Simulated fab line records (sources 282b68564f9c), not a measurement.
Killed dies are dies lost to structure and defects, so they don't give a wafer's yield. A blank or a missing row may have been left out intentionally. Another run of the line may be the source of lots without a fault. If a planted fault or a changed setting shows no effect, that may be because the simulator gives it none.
One fault seen from 2 desks | flow rit_cmos | every desk sees just its own numbers, and what lay behind them comes last

TOOL OWNER'S DESK, rie_si-02
The tool's own readings at RIT_GATE_ETCH_19 (etches poly-Si in SF6/CHF3/O2, stops on SiO2, time 165 s, target depth 312.5 nm): means of the sampled wafers that have a number, for each lot that ran on this tool. Any lot whose mean is over 4 standard deviations away from the usual mean is out of limits and marked OUT; that distance is given in the brackets.
Columns: A = drypump_motor_current_A at RIT_GATE_ETCH_19, usual 5.9 A; B = oes_product_au at RIT_GATE_ETCH_19, usual 0.845 a.u.; C = rf_fwd_power_W at RIT_GATE_ETCH_19, usual 159.4 W; D = run_length_s at RIT_GATE_ETCH_19, usual 193.1 s; E = throttle_valve_pct at RIT_GATE_ETCH_19, usual 10.37 %
lot  | first seen here | A   | B     | C     | D               | E
L673 | day 2 15:04     | 6.2 | 0.821 | 159.7 | 193.3           | 10.41
L675 | day 3 06:40     | 5.9 | 0.850 | 159.5 | 193.0           | 10.29
L677 | day 3 11:01     | 5.8 | 0.864 | 159.4 | 193.4           | 10.31
L683 | day 4 15:43     | 5.8 | 0.835 | 158.9 | 193.3           | 10.28
L687 | day 5 11:33     | 6.0 | 0.867 | 159.1 | 193.0           | 10.29
L689 | day 5 20:26     | 6.1 | 0.809 | 160.0 | 208.6 (+32) OUT | 10.35
L691 | day 6 08:41     | 6.1 | 0.799 | 159.2 | 209.0 (+33) OUT | 10.35
This desk finds L689, L691 out of limits, L689 being first, at day 5 20:26 (run_length_s at RIT_GATE_ETCH_19). Within limits: L673, L675, L677, L683, L687.

THE METROLOGY DESK
Means of the sampled wafers that have a number, per lot and without regard to the tool the lot ran on: this is what the gauges read. Any lot whose mean is over 4 standard deviations away from the usual mean is out of limits and marked OUT; that distance is given in the brackets.
Columns: A = INCOMING_BOW at RIT_ACTIVE_BOW_MEAS_00, usual 1 um; B = M1_OVL at RIT_M1_OVL_MEAS_10, usual 0.9 nm
lot  | first seen here | A  | B
L673 | day 1 10:01     | 3  | 3.3
L675 | day 1 20:00     | 1  | 1.6
L676 | day 2 01:01     | 2  | 2.8
L677 | day 2 06:01     | -5 | 0.8
L680 | day 2 21:01     | -3 | 1.0
L682 | day 3 07:04     | -5 | 0.4
L683 | day 3 12:02     | 6  | 1.8
L686 | day 4 03:02     | 0  | -2.1
L687 | day 4 08:02     | -9 | -0.6
L688 | day 4 13:01     | -3 | 2.0
L689 | day 4 18:00     | 6  | 1.6
L690 | day 4 23:00     | 4  | 1.3
L691 | day 5 04:01     | -3 | 1.6
L696 | day 6 05:01     | 6  | 2.7
This desk's verdict: no lot among the 14 shows anything out of limits.

ALL TOGETHER
The tool owner's desk could have raised an alarm at day 5 20:26, on L689, L691.
The metrology desk saw nothing out of limits.
The metrology desk holds a record of L689, L691, inside its limits.
The lots listed all ran RIT_GATE_ETCH_19 on rie_si-02.

WHAT WAS PUT IN BY THE SIMULATOR
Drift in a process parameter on rie_si-02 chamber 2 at RIT_GATE_ETCH_19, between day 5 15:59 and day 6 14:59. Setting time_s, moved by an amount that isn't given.
Struck lots among those shown: L689, L691.
Time in hours from fault onset to the first out-of-limits reading at each desk: the tool owner's desk, 4.
